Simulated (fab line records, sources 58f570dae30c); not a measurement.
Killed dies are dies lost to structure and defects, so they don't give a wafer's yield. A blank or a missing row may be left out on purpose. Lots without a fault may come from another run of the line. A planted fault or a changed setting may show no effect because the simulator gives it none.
A struck lot beside a sound one | flow berkeley_cmos170 | 22 steps out of a route of 331
Sound: wafers L238.1, L238.4, L238.5. Struck: wafers L248.2, L248.3, L248.6. The cause comes at the end.
At each step with rows: each side's tool, then ch and its chambers, then its first start. Under that, the readings that differ: sound wafers | struck wafers | difference of the means | sigmas: that difference in standard deviations of wafers without a fault.
alike: readings whose means differ by less than 2 such deviations, and words and numbers that are the same on both sides. not compared: withheld readings, readings that some wafer has no value for, bounds like >300 that may hide the same value, and numbers for which the record gives no deviation and whose values overlap.
The two part at a step that has a row with sigmas, a row that says differs or no value, or rows on one side only. Numbers that don't overlap but have no deviation are shown without sigmas and don't part them. A reading that every wafer of one side lacks parts them only if that side has two wafers or more.

first, 2 steps without rows for these wafers: UCB170_PLDD_PEB_04; UCB170_PLDD_DEVELOP_05 (develop time 45 s).
UCB170_PLDD_CD_MEAS_06: target cd 1200 nm.
  sound on cd_sem-01, day 6 03:11; struck on cd_sem-01, day 8 12:29
  alike: cd_nm
UCB170_PLDD_OVL_MEAS_07:
  sound on overlay-01, day 6 03:19; struck on overlay-01, day 8 12:36
  alike: PLDD_OVL
then, 2 steps without rows for these wafers: UCB170_PLDD_IMPLANT_08; UCB170_PLDD_IMPLANT_09.
UCB170_PLDD_STRIP_10: strips in O2.
  sound on plasma_asher-03 ch 0,1, day 6 03:38; struck on plasma_asher-01 ch 0,1, day 8 12:56
  alike: drypump_motor_current_A, oes_product_au, strip_time_to_endpoint_s
  not compared: rf_hours_counter_h
UCB170_PLDD_TW_MEAS_11:
  sound on film_metro-03, day 6 03:44; struck on film_metro-01, day 8 13:02
  alike: PLDD_TW
then, 4 steps without rows for these wafers: UCB170_PLDD_CLEAN_12 (cleans in SPM, time 600 s); UCB170_NLDD_HMDS_00 (prime time 60 s); UCB170_NLDD_COAT_01 (resist thk 900 nm); UCB170_NLDD_SOFTBAKE_02 (time 60 s).
UCB170_NLDD_EXPOSE_03: exposes mask NSELECT, target cd 1200 nm.
  sound on krf_scanner-02 ch 0, day 6 04:47; struck on krf_scanner-02 ch 0, day 8 13:51
  reading | sound                         | struck                        | difference | sigmas
  mask    | NSELECT#0 NSELECT#0 NSELECT#0 | PSELECT#0 PSELECT#0 PSELECT#0 | differs    |
UCB170_NLDD_PEB_04:
  sound on litho_track-01 ch 0, day 6 05:22; struck on litho_track-01 ch 0, day 8 13:59
  alike: plate_sensor_t_centre_C, plate_sensor_t_edge_C
then, 1 step without rows for these wafers: UCB170_NLDD_DEVELOP_05 (develop time 45 s).
UCB170_NLDD_CD_MEAS_06: target cd 1200 nm.
  sound on cd_sem-01, day 6 05:38; struck on cd_sem-01, day 8 14:15
  reading    | sound                | struck | difference                    | sigmas
  cd_nm (nm) | 1200.4 1201.2 1201.5 | - - -  | no value on the struck wafers |
UCB170_NLDD_OVL_MEAS_07:
  sound on overlay-02, day 6 05:46; struck on overlay-01, day 8 14:21
  reading       | sound  | struck | difference                    | sigmas
  NLDD_OVL (nm) | 2 -3 2 | - - -  | no value on the struck wafers |
then, 2 steps without rows for these wafers: UCB170_NLDD_IMPLANT_08; UCB170_NLDD_IMPLANT_09.
UCB170_NLDD_STRIP_10: strips in O2.
  sound on plasma_asher-01 ch 0,1, day 6 06:06; struck on plasma_asher-01 ch 0, day 8 14:41
  alike: drypump_motor_current_A, oes_product_au, strip_time_to_endpoint_s
  not compared: rf_hours_counter_h
UCB170_NLDD_TW_MEAS_11:
  sound on film_metro-01, day 6 06:12; struck on film_metro-01, day 8 14:47
  reading | sound          | struck   | difference | sigmas
  NLDD_TW | 2220 2204 2224 | 30 30 30 | -2186      | -99 or more
then, 1 step without rows for these wafers: UCB170_NLDD_CLEAN_12 (cleans in SPM, time 600 s).

WHERE THEY PART
First at UCB170_NLDD_EXPOSE_03; last, within this record, at UCB170_NLDD_TW_MEAS_11.

WHY: what the simulator had put in
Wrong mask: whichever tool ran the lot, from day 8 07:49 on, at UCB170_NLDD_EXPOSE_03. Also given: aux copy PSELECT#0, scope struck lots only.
